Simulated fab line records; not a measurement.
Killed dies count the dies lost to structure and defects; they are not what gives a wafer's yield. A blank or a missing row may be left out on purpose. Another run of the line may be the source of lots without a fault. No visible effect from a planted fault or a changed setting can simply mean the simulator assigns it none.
Lot-split experiment || flow rit cmos || 23 wafers read from 5 lots, route of 202 steps

## ABOUT THE SPLIT
At RIT_FOX2_OXIDATION_00 (target thk 350.7 nm, ox time 1130 s), the setting temp c was moved away from the recipe's 1100 C on 10 of the 23 wafers read, by +1.6% to +2.0%. This setting was run at the recipe's value on the other wafers.

Reading taken at the split's own step.

## THE READING
SiO2_of_FOX2_OXIDATION_00.thk nm (the simulator's own value, which no gauge read), in nm, at RIT_FOX2_OXIDATION_00 (target thk 350.7 nm, ox time 1130 s). There is no usual value for it anywhere in the file. The 13 wafers here that ran the recipe average 352.1 nm, standard deviation 8.6 nm.

{"wafer": "L074.2", "tool, chamber at the split": "-, -", "temp c as run, C": 1100, "against the recipe": "recipe", "SiO2_of_FOX2_OXIDATION_00.thk nm, nm": 355.7, "against lot-mates on the recipe": "-"}
{"wafer": "L074.3", "tool, chamber at the split": "-, -", "temp c as run, C": 1100, "against the recipe": "recipe", "SiO2_of_FOX2_OXIDATION_00.thk nm, nm": 357.2, "against lot-mates on the recipe": "-"}
{"wafer": "L074.4", "tool, chamber at the split": "-, -", "temp c as run, C": 1100, "against the recipe": "recipe", "SiO2_of_FOX2_OXIDATION_00.thk nm, nm": 360, "against lot-mates on the recipe": "-"}
{"wafer": "L074.5", "tool, chamber at the split": "-, -", "temp c as run, C": 1100, "against the recipe": "recipe", "SiO2_of_FOX2_OXIDATION_00.thk nm, nm": 360.8, "against lot-mates on the recipe": "-"}
{"wafer": "L074.6", "tool, chamber at the split": "-, -", "temp c as run, C": 1100, "against the recipe": "recipe", "SiO2_of_FOX2_OXIDATION_00.thk nm, nm": 356.5, "against lot-mates on the recipe": "-"}
{"wafer": "L075.1", "tool, chamber at the split": "-, -", "temp c as run, C": 1122, "against the recipe": "+2.0%", "SiO2_of_FOX2_OXIDATION_00.thk nm, nm": 382.5, "against lot-mates on the recipe": "no lot-mate on the recipe"}
{"wafer": "L075.2", "tool, chamber at the split": "-, -", "temp c as run, C": 1122, "against the recipe": "+2.0%", "SiO2_of_FOX2_OXIDATION_00.thk nm, nm": 387.8, "against lot-mates on the recipe": "no lot-mate on the recipe"}
{"wafer": "L075.3", "tool, chamber at the split": "-, -", "temp c as run, C": 1122, "against the recipe": "+2.0%", "SiO2_of_FOX2_OXIDATION_00.thk nm, nm": 379.9, "against lot-mates on the recipe": "no lot-mate on the recipe"}
{"wafer": "L075.4", "tool, chamber at the split": "-, -", "temp c as run, C": 1122, "against the recipe": "+2.0%", "SiO2_of_FOX2_OXIDATION_00.thk nm, nm": 386.4, "against lot-mates on the recipe": "no lot-mate on the recipe"}
{"wafer": "L075.6", "tool, chamber at the split": "-, -", "temp c as run, C": 1122, "against the recipe": "+2.0%", "SiO2_of_FOX2_OXIDATION_00.thk nm, nm": 386.5, "against lot-mates on the recipe": "no lot-mate on the recipe"}
{"wafer": "L076.3", "tool, chamber at the split": "furnace-04, 0", "temp c as run, C": 1100, "against the recipe": "recipe", "SiO2_of_FOX2_OXIDATION_00.thk nm, nm": 333, "against lot-mates on the recipe": "-"}
{"wafer": "L076.4", "tool, chamber at the split": "furnace-04, 0", "temp c as run, C": 1100, "against the recipe": "recipe", "SiO2_of_FOX2_OXIDATION_00.thk nm, nm": 344, "against lot-mates on the recipe": "-"}
{"wafer": "L076.5", "tool, chamber at the split": "furnace-04, 0", "temp c as run, C": 1100, "against the recipe": "recipe", "SiO2_of_FOX2_OXIDATION_00.thk nm, nm": 336.3, "against lot-mates on the recipe": "-"}
{"wafer": "L080.1", "tool, chamber at the split": "-, -", "temp c as run, C": 1100, "against the recipe": "recipe", "SiO2_of_FOX2_OXIDATION_00.thk nm, nm": 358.5, "against lot-mates on the recipe": "-"}
{"wafer": "L080.2", "tool, chamber at the split": "-, -", "temp c as run, C": 1100, "against the recipe": "recipe", "SiO2_of_FOX2_OXIDATION_00.thk nm, nm": 356.1, "against lot-mates on the recipe": "-"}
{"wafer": "L080.4", "tool, chamber at the split": "-, -", "temp c as run, C": 1100, "against the recipe": "recipe", "SiO2_of_FOX2_OXIDATION_00.thk nm, nm": 357.6, "against lot-mates on the recipe": "-"}
{"wafer": "L080.5", "tool, chamber at the split": "-, -", "temp c as run, C": 1100, "against the recipe": "recipe", "SiO2_of_FOX2_OXIDATION_00.thk nm, nm": 349.5, "against lot-mates on the recipe": "-"}
{"wafer": "L080.6", "tool, chamber at the split": "-, -", "temp c as run, C": 1100, "against the recipe": "recipe", "SiO2_of_FOX2_OXIDATION_00.thk nm, nm": 352.4, "against lot-mates on the recipe": "-"}
{"wafer": "L084.2", "tool, chamber at the split": "-, -", "temp c as run, C": 1118, "against the recipe": "+1.6%", "SiO2_of_FOX2_OXIDATION_00.thk nm, nm": 379.9, "against lot-mates on the recipe": "no lot-mate on the recipe"}
{"wafer": "L084.3", "tool, chamber at the split": "-, -", "temp c as run, C": 1118, "against the recipe": "+1.6%", "SiO2_of_FOX2_OXIDATION_00.thk nm, nm": 372.9, "against lot-mates on the recipe": "no lot-mate on the recipe"}
{"wafer": "L084.4", "tool, chamber at the split": "-, -", "temp c as run, C": 1118, "against the recipe": "+1.6%", "SiO2_of_FOX2_OXIDATION_00.thk nm, nm": 375.2, "against lot-mates on the recipe": "no lot-mate on the recipe"}
{"wafer": "L084.5", "tool, chamber at the split": "-, -", "temp c as run, C": 1118, "against the recipe": "+1.6%", "SiO2_of_FOX2_OXIDATION_00.thk nm, nm": 369.4, "against lot-mates on the recipe": "no lot-mate on the recipe"}
{"wafer": "L084.6", "tool, chamber at the split": "-, -", "temp c as run, C": 1118, "against the recipe": "+1.6%", "SiO2_of_FOX2_OXIDATION_00.thk nm, nm": 372.6, "against lot-mates on the recipe": "no lot-mate on the recipe"}

THE FIT
A straight line over all 23 wafers: SiO2_of_FOX2_OXIDATION_00.thk nm changes by +15.2 nm for each +1% of temp c; r = +0.89; the points scatter about the line by 7.4 nm.
Too few moved wafers with a lot-mate on the recipe to fit a line net of each lot's own level.

## FILE'S OWN FIT
SiO2_of_FOX2_OXIDATION_00.thk nm changes by +15.2 nm for each +1% of temp c, r = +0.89.
